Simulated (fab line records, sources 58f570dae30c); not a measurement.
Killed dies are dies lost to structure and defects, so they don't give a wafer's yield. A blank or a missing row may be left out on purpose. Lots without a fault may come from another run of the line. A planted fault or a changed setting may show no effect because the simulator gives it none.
Split-lot experiment | flow berkeley_cmos170 | 5 lots, 27 wafers read, on a route of 331 steps

THE SPLIT
At UCB170_SILICIDE_SPUTTER_01 (material Ti, target thk 30 nm, time 25 s), the setting time_s was moved away from the recipe's 25 s on 12 of the 27 wafers read, by -51.1% to +45.1%. The other wafers ran this setting at the recipe's value.

FROM THE SPLIT TO THE READING: what the file shows between them, 1 step
- UCB170_SILICIDE_RS_MEAS_02: measures by four-point-probe

THE READING
SILICIDE_TI_THK, in nm, at UCB170_SILICIDE_THK_MEAS_03 (measures by xrf). Fault-free wafers of this fab line usually give 30.1 nm, standard deviation 0.31 nm.

wafer  | tool, chamber at the split | time_s as run, s | against the recipe | SILICIDE_TI_THK, nm | against lot-mates on the recipe
L076.1 | pvd_sputter-02, -          | 25               | recipe             | 29.8                | -
L076.2 | pvd_sputter-02, -          | 25               | recipe             | 30.4                | -
L076.3 | pvd_sputter-02, -          | 25               | recipe             | 29.9                | -
L076.4 | pvd_sputter-02, -          | 33.78            | +35.1%             | 41.0                | +11.0
L076.5 | pvd_sputter-02, -          | 33.78            | +35.1%             | 41.1                | +11.1
L076.6 | pvd_sputter-02, -          | 33.78            | +35.1%             | 40.9                | +10.9
L078.1 | pvd_sputter-04, -          | 36.28            | +45.1%             | 43.3                | +13.4
L078.2 | pvd_sputter-04, -          | 25               | recipe             | 29.9                | -
L078.3 | pvd_sputter-04, -          | 36.28            | +45.1%             | 43.7                | +13.8
L078.4 | pvd_sputter-04, -          | 36.28            | +45.1%             | 43.6                | +13.7
L078.5 | pvd_sputter-04, -          | 25               | recipe             | 30.1                | -
L078.6 | pvd_sputter-04, -          | 25               | recipe             | 29.8                | -
L080.1 | pvd_sputter-03, -          | 12.23            | -51.1%             | 14.5                | -15.3
L080.2 | pvd_sputter-03, -          | 25               | recipe             | 29.8                | -
L080.3 | pvd_sputter-03, -          | 12.23            | -51.1%             | 14.5                | -15.3
L080.4 | pvd_sputter-03, -          | 25               | recipe             | 30.0                | -
L080.5 | pvd_sputter-03, -          | 25               | recipe             | 29.7                | -
L080.6 | pvd_sputter-03, -          | 12.23            | -51.1%             | 14.7                | -15.1
L082.1 | pvd_sputter-02, -          | 25               | recipe             | 30.1                | -
L082.2 | pvd_sputter-02, -          | 25               | recipe             | 30.0                | -
L082.3 | pvd_sputter-02, -          | 25               | recipe             | 30.7                | -
L085.1 | pvd_sputter-04, -          | 32.19            | +28.8%             | 39.0                | +8.7
L085.2 | pvd_sputter-04, -          | 32.19            | +28.8%             | 38.9                | +8.6
L085.3 | pvd_sputter-04, -          | 32.19            | +28.8%             | 39.0                | +8.7
L085.4 | pvd_sputter-04, -          | 25               | recipe             | 29.8                | -
L085.5 | pvd_sputter-04, -          | 25               | recipe             | 30.5                | -
L085.6 | pvd_sputter-04, -          | 25               | recipe             | 30.5                | -

THE FIT
A straight line over all 27 wafers: SILICIDE_TI_THK changes by +0.304 nm for each +1% of time_s; r = +1.00; the points scatter about the line by 0.28 nm.
The same after taking each lot's own level away (the mean of its wafers on the recipe; 27 wafers): +0.302 nm for each +1%; r = +1.00; scatter 0.24 nm.
On that fit, the largest move of time_s shifts the reading by 15 nm.
The lots' own levels span 29.83 to 30.27 nm, that is 1.4 times the standard deviation above.
So the lot-to-lot level changes the slope little: the two slopes agree.
Check: with one of the wafers moved furthest among these (-51.1%) left out of the fit, the line predicts -15.4 nm for it against its lot-mates. It came out at -15.3 nm against them.

OTHER SPLITS ON THESE WAFERS
These wafers also went through other splits before the reading. Each is held against what the fit with the lots' levels taken away leaves over:
other split on the same wafers      | wafers away from the commonest value | r with SILICIDE_TI_THK (lot level and that fit taken away)
UCB170_PWELL_OXIDATION_02 ox_time_s | 6                                    | +0.12

THE WHOLE CHAIN: every reading that the file lists as answering this split, in the file's order
step                        | what it does                             | reading                                                                           | change (the file's fit)                                                           | r (the file's)
UCB170_SILICIDE_SPUTTER_01  | material Ti, target thk 30 nm, time 25 s | Ti_of_SILICIDE_SPUTTER_01.thk_nm (the simulator's own value, which no gauge read) | +0.299 nm for each +1% of the setting                                             | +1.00
UCB170_SILICIDE_RS_MEAS_02  | measures by four-point-probe             | SILICIDE_TI_RS                                                                    | not straight: 63.2 at the lowest setting, 26.3 at the recipe, 17.0 at the highest | not given
UCB170_SILICIDE_THK_MEAS_03 | measures by xrf                          | SILICIDE_TI_THK                                                                   | +0.303 for each +1% of the setting                                                | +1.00

THE FILE'S OWN FIT
SILICIDE_TI_THK changes by +0.303 nm for each +1% of time_s, r = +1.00.
